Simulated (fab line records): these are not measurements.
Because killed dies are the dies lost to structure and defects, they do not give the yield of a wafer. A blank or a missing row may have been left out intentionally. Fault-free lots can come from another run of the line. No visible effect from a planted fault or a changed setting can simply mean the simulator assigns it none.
The tool behind it: which one? + flow berkeley cmos170 + 45 wafers from 15 lots sampled at 3 of the route's 331 steps

WHAT EACH GAUGE READ, for each wafer
UCB170_M1_THK_MEAS_02: measures by xrf.
| lot  | measured     | on            | M1_AL_THK (nm) |
|------|--------------|---------------|----------------|
| L322 | day 8 04:32  | film metro-01 | 600 592 597    |
| L324 | day 8 05:01  | film metro-02 | 588 589 588    |
| L323 | day 8 06:53  | film metro-03 | 591 594 595    |
| L325 | day 8 22:11  | film metro-02 | 588 600 591    |
| L326 | day 9 08:34  | film metro-01 | 583 581 582    |
| L329 | day 9 11:02  | film metro-03 | 591 596 594    |
| L331 | day 9 20:39  | film metro-01 | 592 588 591    |
| L330 | day 9 21:25  | film metro-02 | 587 582 588    |
| L333 | day 10 06:57 | film metro-01 | 591 593 588    |
| L332 | day 10 07:53 | film metro-01 | 601 607 601    |
| L335 | day 10 21:04 | film metro-02 | 593 585 593    |
| L338 | day 11 02:20 | film metro-02 | 594 591 588    |
| L339 | day 11 02:35 | film metro-01 | 602 599 599    |
| L341 | day 12 02:41 | film metro-01 | 601 602 595    |
| L343 | day 12 03:28 | film metro-02 | 584 583 588    |

UCB170_M1_CD_MEAS_09: target cd 700 nm.
| lot  | measured     | on        | cd nm (nm)        |
|------|--------------|-----------|-------------------|
| L322 | day 8 06:06  | cd sem-01 | 699.3 698.7 698.8 |
| L324 | day 8 06:43  | cd sem-01 | 700.1 700.7 700.1 |
| L323 | day 8 09:41  | cd sem-02 | 699.9 700.0 700.1 |
| L325 | day 8 23:25  | cd sem-01 | 699.0 700.2 700.2 |
| L326 | day 9 09:58  | cd sem-01 | 699.9 699.5 701.5 |
| L329 | day 9 13:00  | cd sem-01 | 703.3 702.3 702.6 |
| L331 | day 9 21:55  | cd sem-02 | 698.6 697.2 696.9 |
| L330 | day 9 22:53  | cd sem-01 | 699.5 700.4 697.3 |
| L333 | day 10 09:45 | cd sem-02 | 701.1 701.4 700.8 |
| L332 | day 10 10:19 | cd sem-02 | 698.9 697.7 696.7 |
| L335 | day 10 22:11 | cd sem-01 | 700.7 700.1 701.0 |
| L338 | day 11 04:05 | cd sem-02 | 699.2 698.5 697.4 |
| L339 | day 11 04:52 | cd sem-02 | 698.8 697.3 700.0 |
| L341 | day 12 04:15 | cd sem-01 | 697.4 699.2 698.0 |
| L343 | day 12 04:33 | cd sem-02 | 701.9 701.5 701.3 |

TOOL THAT RAN EACH LOT (tool first, then ch and the chambers of the sampled wafers, then the start)
| lot  | UCB170_CONTACT_ETCH_17             |
|------|------------------------------------|
| L322 | rie diel-03 ch 0,3, day 8 03:48    |
| L324 | rie diel-02 ch 2,3, day 8 04:15    |
| L323 | rie diel-02 ch 0,1,3, day 8 06:08  |
| L325 | rie diel-02 ch 1,2, day 8 21:27    |
| L326 | rie diel-04 ch 0,2,3, day 9 07:49  |
| L329 | rie diel-03 ch 0,3, day 9 10:14    |
| L331 | rie diel-03 ch 1,3, day 9 19:54    |
| L330 | rie diel-02 ch 0,2, day 9 20:36    |
| L333 | rie diel-03 ch 0,1,3, day 10 06:11 |
| L332 | rie diel-04 ch 0,3, day 10 07:07   |
| L335 | rie diel-02 ch 0,1, day 10 20:07   |
| L338 | rie diel-04 ch 0,2,3, day 11 01:34 |
| L339 | rie diel-03 ch 0,1,3, day 11 01:49 |
| L341 | rie diel-04 ch 0,1,2, day 12 01:55 |
| L343 | rie diel-02 ch 1,2, day 12 02:41   |
- UCB170_CONTACT_ETCH_17: etches BARC in N2/H2.

AS READ BY THE TOOLS THEMSELVES (means over the sampled wafers that have a number; for cases with no such wafer, the mark the record gives instead)
UCB170_CONTACT_ETCH_17.
| lot  | tool        | drypump motor current A (A) | oes product au (a.u.) | throttle valve pct (%) |
|------|-------------|-----------------------------|-----------------------|------------------------|
| L322 | rie diel-03 | 5.4                         | 0.989                 | 13.12                  |
| L324 | rie diel-02 | 5.9                         | 1.004                 | 13.52                  |
| L323 | rie diel-02 | 5.8                         | 1.002                 | 13.24                  |
| L325 | rie diel-02 | 6.3                         | 1.010                 | 13.39                  |
| L326 | rie diel-04 | 6.0                         | 1.010                 | 13.38                  |
| L329 | rie diel-03 | 5.7                         | 0.977                 | 13.24                  |
| L331 | rie diel-03 | 5.9                         | 0.995                 | 13.40                  |
| L330 | rie diel-02 | 5.9                         | 1.016                 | 13.39                  |
| L333 | rie diel-03 | 5.8                         | 0.982                 | 13.32                  |
| L332 | rie diel-04 | 6.2                         | 1.007                 | 13.36                  |
| L335 | rie diel-02 | 5.9                         | 1.015                 | 13.24                  |
| L338 | rie diel-04 | 6.0                         | 0.997                 | 13.39                  |
| L339 | rie diel-03 | 5.8                         | 0.985                 | 13.32                  |
| L341 | rie diel-04 | 6.0                         | 0.990                 | 13.28                  |
| L343 | rie diel-02 | 6.2                         | 1.016                 | 13.53                  |

THE ANSWER, worked out from the rows above alone
Rule: the lots themselves supply what counts as usual. Put in order of their means at a reading, lots are off if they are a third of the lots or fewer, leave a main group of 4 or more, and stand apart from it by a gap of 3 or more times the standard deviation of the main group's means; of several such gaps the widest counts. If all means in a main group match to the digits the tables above print for the reading, that group is not used. Also off: a lot with no number at a reading for which 4 or more lots have one. All remaining lots with rows at the step are treated as sound. Order of review: gauges by route order, followed by the tools' own readings, for which a lot's mean as printed above is used. The first step at which some lot is off is used, and at that step the reading that is off furthest; a lot without a number counts as furthest.
Across all readings shown, no lot is off: no conclusion can be drawn from this.

WHAT WAS PUT IN BY THE SIMULATOR
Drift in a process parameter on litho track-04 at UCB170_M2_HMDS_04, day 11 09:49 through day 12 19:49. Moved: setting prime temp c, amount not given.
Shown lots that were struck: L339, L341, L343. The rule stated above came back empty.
